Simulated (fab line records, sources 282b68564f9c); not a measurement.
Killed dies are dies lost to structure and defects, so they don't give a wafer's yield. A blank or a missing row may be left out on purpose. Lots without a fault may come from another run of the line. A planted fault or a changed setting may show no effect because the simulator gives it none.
fab line records | flow rit_cmos | part 2 of 2: steps 44 to 45 of 45
record lots=6 wafers=18 last_day=7
route steps=202 shown ACTIVE@11 FOX1@20 FOX2@23 NWELL@28 PWELL@39 WELLDRIVE@50 SILICIDE@161 M1@202
lots that met no fault: from a run of the same line without faults
start_h: hours from the record's first day to the start of the lot's first wafer shown | wait_h: hours since the lot's step before | " the same as in the row above | L1.1+2: a row that stands for several wafers | - no value, or no start given | * or withheld: withheld | < > ~ a bound
route shown NAME@n: a module of which the file shows steps, and the number in the route of the first | usual: mean/standard deviation of fault-free wafers | same: alike in all rows | chamber/n: place in a boat | sites: the reading at each site | _std_site: their standard deviation | _edge_site: outer sites' mean less inner sites' | radius_mm: how far each site lies from the wafer's centre | mask NAME#n: copy n | behind: the tool/chamber that last shaped the wafer | hold: why the lot was held/for how many hours/how that ended | device: the transistor (n, p or np) that didn't switch | end of line: the same wafers' tests at the end of the route | a step without rows: its recipe alone | killed: dies lost to structure and defects at the first sort, not the wafer's yield | map: a wafer's dies, x killed, . not, _ none there
set.NAME: the setting as run; set.NAME@STEP: as run at that earlier step | model.NAME: the simulator's own value behind a step, which no gauge read
lots at some steps of the route; a table a step, a row a wafer
services: from which hour (start_h, from the record's first day; less than 0 if before it) a tool's chamber was out of use, for how many hours, and why
## steps
# step RIT_SILICIDE_WET_ETCH_00
# recipe chemistry=BOE target=SiO2 target_depth_nm=14 time_s=15 dry=n2_spin dilution=10:1 temp_c=21.5
# columns lot.wafer tool chamber start_h wait_h model.SiO2_of_FOX2_OXIDATION_00.thk_nm
L745.1 wet_bench-01 0 69.58 0.1 149.7
L745.3 " 0 " " 146.1
L745.6 " 0 " " 152.5
L750.1 wet_bench-02 3 90.85 0.1 141.4
L750.2 " 3 " " 141.1
L750.4 " 3 " " 143.9
L758.1 wet_bench-04 1 130.75 0.1 230.5
L758.4 " 1 " " 229.4
L758.5 " 1 " " 225.1
L759.3 wet_bench-04 1 134.92 0.1 226.5
L759.4 " 1 " " 224.8
L759.5 " 1 " " 227.6
L764.2 wet_bench-02 3 162.36 0.1 151.1
L764.5 " 3 " " 150.7
L764.6 " 3 " " 149.9
L765.1 wet_bench-04 2 170.09 0.1 153.1
L765.2 " 2 " " 145.7
L765.5 " 2 " " 145.1
# step RIT_M1_PROBE_99
# usual killed_at_M0_to_M3=0.0/0.2 killed_at_contacts=0.1/0.32 killed_at_front_end=6.7/2.9 killed_dies=6.8/2.9 killed_open=3.3/1.7 killed_short=3.4/2.1
# same gross_dies=264 killed_at_M4_up=0 killed_at_back_side=0 killed_at_other=0
# columns lot.wafer tool chamber start_h wait_h killed_at_M0_to_M3 killed_at_contacts killed_at_front_end killed_dies killed_open killed_short model.etest.nldd.width_nm model.etest.pldd.width_nm model.etest.nplus_sal.width_nm model.etest.pplus_sal.width_nm model.etest.pwell.rs_ohm_sq model.etest.nmos_narrow.drive_ua_um model.etest.pmos_narrow.drive_ua_um model.etest.field_n.vt_v
L745.1 prober-01 - 76.49 0.1 0 0 8 8 2 6 3188 3178 3434 3418 411.8 216.6 100.4 34.86
L745.3 prober-01 - 76.59 0.2 1 0 10 11 7 4 3177 3175 3428 3436 409.1 218.6 100.8 34.21
L745.6 prober-01 - 76.74 0.2 0 0 4 4 2 2 3188 3184 3440 3422 406.1 218.4 100.3 35.17
L750.1 prober-02 - 98.43 0.1 0 0 13 13 6 7 3204 3192 3482 3452 411.3 233.4 106.2 33.75
L750.2 prober-02 - 98.48 0.1 0 0 2 2 1 1 3191 3187 3460 3447 410.9 225.3 103.9 33.77
L750.4 prober-02 - 98.58 0.2 1 0 9 10 6 4 3195 3195 3493 3476 407.7 226.2 103.5 34.32
L758.1 prober-02 - 140.20 0.1 0 0 1 1 1 0 3062 3060 3373 3372 439.9 199.7 90.85 44.82
L758.4 prober-02 - 140.35 0.2 0 1 2 3 2 1 3066 3069 3378 3393 436.1 201.9 92.26 44.77
L758.5 prober-02 - 140.40 0.2 0 0 2 2 0 2 3076 3052 3388 3361 432.9 205.6 93.7 44.26
L759.3 prober-01 - 143.98 0.2 0 0 10 10 1 9 3066 3052 3385 3393 448.4 204.2 91.05 44.16
L759.4 prober-01 - 144.03 0.2 0 0 14 14 9 4 3083 3073 3406 3396 444.7 207.1 91.6 44.18
L759.5 prober-01 - 144.08 0.2 0 0 11 11 7 4 3073 3051 3416 3415 445.7 200.1 90.36 44.45
L764.2 prober-02 - 169.48 0.1 0 0 5 5 3 2 3205 3209 3460 3466 405.9 231.5 105.8 34.99
L764.5 prober-02 - 169.63 0.2 0 0 5 5 4 1 3193 3198 3458 3439 399.4 229.8 104.3 34.83
L764.6 prober-02 - 169.68 0.2 0 0 5 5 2 3 3179 3185 3457 3428 407 226.4 102.2 34.79
L765.1 prober-01 - 177.14 0.1 0 0 5 5 2 3 3171 3155 3430 3440 408.4 216.6 95.77 35.33
L765.2 prober-01 - 177.19 0.1 0 0 12 12 4 8 3183 3166 3458 3443 406.6 231.7 101.8 34.52
L765.5 prober-01 - 177.34 0.2 0 0 9 9 4 5 3150 3154 3444 3438 409.1 221.6 96.73 34.38
# killed by level:class
L745.1 GATE:geometric_particle:short=4 FOX2:geometric_particle:open=1 REOX:geometric_particle:short=1 REOX:geometric_particle:open=1 SILICIDE:geometric_particle:short=1
L745.3 GATE:geometric_particle:short=4 GATE:geometric_particle:open=3 FOX1:geometric_particle:open=2 FOX2:geometric_particle:open=1 M1:geometric_particle:open=1
L745.6 GATE:geometric_particle:open=2 GATE:geometric_particle:short=2
L750.1 SPACER:geometric_particle:open=4 SPACER:geometric_particle:short=3 FOX1:geometric_particle:short=2 GATE:geometric_particle:open=2 GATE:geometric_particle:short=1 REOX:geometric_particle:short=1
L750.2 REOX:geometric_particle:open=1 SILICIDE:geometric_particle:short=1
L750.4 GATE:geometric_particle:open=3 GATE:geometric_particle:short=3 SPACER:geometric_particle:open=2 REOX:geometric_particle:open=1 M1:geometric_particle:short=1
L758.1 GATE:geometric_particle:open=1
L758.4 GATE:geometric_particle:short=1 GATE:geometric_particle:open=1 CONTACT:geometric_particle:open=1
L758.5 FOX2:geometric_particle:short=1 SILICIDE:geometric_particle:short=1
L759.3 FOX2:geometric_particle:short=4 FOX1:geometric_particle:short=2 GATE:geometric_particle:short=2 REOX:geometric_particle:short=1 SPACER:geometric_particle:open=1
L759.4 GATE:geometric_particle:open=3 FOX2:geometric_particle:open=2 SPACER:geometric_particle:short=2 ACTIVE:geometric_particle:open=1 FOX1:geometric_particle:open=1 FOX1:geometric_particle:short=1 FOX2:geometric_particle:short=1 REOX:geometric_particle:open=1
L759.5 FOX1:geometric_particle:short=2 FOX2:geometric_particle:open=2 GATE:geometric_particle:open=2 SILICIDE:geometric_particle:open=2 FOX1:geometric_particle:open=1 GATE:geometric_particle:short=1 SPACER:geometric_particle:short=1
L764.2 SILICIDE:geometric_particle:open=2 FOX1:geometric_particle:open=1 GATE:geometric_particle:short=1 REOX:geometric_particle:short=1
L764.5 FOX2:geometric_particle:open=2 GATE:geometric_particle:short=1 SPACER:geometric_particle:open=1 SILICIDE:geometric_particle:open=1
L764.6 FOX1:geometric_particle:short=1 GATE:geometric_particle:short=1 SPACER:geometric_particle:short=1 SPACER:geometric_particle:open=1 SILICIDE:geometric_particle:open=1
L765.1 REOX:geometric_particle:short=2 SPACER:geometric_particle:open=2 GATE:geometric_particle:short=1
L765.2 GATE:geometric_particle:short=4 REOX:geometric_particle:short=2 SILICIDE:geometric_particle:open=2 FOX1:geometric_particle:open=1 FOX2:geometric_particle:short=1 GATE:geometric_particle:open=1 SILICIDE:geometric_particle:short=1
L765.5 GATE:geometric_particle:short=2 SPACER:geometric_particle:open=2 FOX1:geometric_particle:short=1 FOX1:geometric_particle:open=1 REOX:geometric_particle:short=1 REOX:geometric_particle:open=1 SPACER:geometric_particle:short=1
## services
# columns tool chamber start_h hours kind
plasma_asher-02 - 33.23 0.7 repair
rie_diel-02 0 33.71 3.5 repair
furnace-03 - 34.33 3.5 pm
rie_diel-04 - 38.04 3.3 repair
rie_diel-04 0 38.49 7.7 repair
rie_diel-01 1 38.91 4.2 repair
rie_diel-04 - 61.42 0.1 repair
plasma_asher-01 - 74.94 15.6 pm
plasma_asher-01 - 106.05 2.8 repair
rie_diel-02 3 106.31 6.2 repair
rie_diel-04 - 107.91 2.8 pm
plasma_asher-04 - 108.81 9.0 pm
plasma_asher-04 0 108.81 9.0 vent_cycle
plasma_asher-04 1 108.81 9.0 vent_cycle
rie_diel-02 3 112.75 - clean
wet_bench-01 - 113.48 4.4 repair
plasma_asher-02 - 116.39 3.3 repair
plasma_asher-04 0 117.81 - clean
plasma_asher-04 1 117.81 - clean
furnace-01 - 125.27 29.1 pm
plasma_asher-04 - 153.94 2.8 pm
rie_diel-01 1 161.77 5.2 repair
furnace-03 - 162.61 3.1 pm
plasma_asher-02 - 165.16 0.5 repair
## key
first_sign step=RIT_FOX2_OXIDATION_00 reading=tube_center_temp_C direction=up sigmas=99+ usual=* struck=*
effect step=RIT_FOX2_OXIDATION_00 reading=tube_center_temp_C_max direction=up sigmas=99+ usual=* struck=*
effect step=RIT_FOX2_THK_MEAS_01 reading=FOX2_OXIDE_THK direction=up sigmas=11 usual=350 struck=427
effect step=RIT_FOX2_THK_MEAS_90 reading=FIELD_OXIDE_LEFT_1_THK direction=up sigmas=11 usual=324 struck=401
effect step=RIT_FOX2_THK_MEAS_91 reading=FIELD_OXIDE_LEFT_2_THK direction=up sigmas=11 usual=255 struck=332
model_effect step=RIT_FOX2_OXIDATION_00 value=SiO2_of_FOX2_OXIDATION_00.thk_nm without=350 struck=427.3
model_effect step=RIT_SILICIDE_WET_ETCH_00 value=SiO2_of_FOX2_OXIDATION_00.thk_nm without=150.1 struck=227.3
model_effect step=RIT_M1_PROBE_99 value=etest.nldd.width_nm without=3182 struck=3071
met_at RIT_FOX2_OXIDATION_00
struck_wafers L758.1,L758.4,L758.5,L759.3,L759.4,L759.5
tester_left_out L758,L759
onset_between 34.72 98.56
fault kind=process_parameter_drift tool=furnace-01 chamber=- onset_h=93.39 steps=RIT_FOX2_OXIDATION_00 channel=temp_c offset=* shape=step end_h=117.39 acts_in=* stated=*
# tester_left_out: of these lots the tester's yield and bins aren't shown, on N5 and GAA mostly nor the transistor test; their killed dies are dies lost to structure and defects alone, not to doping, threshold or leakage, so they don't give the yield
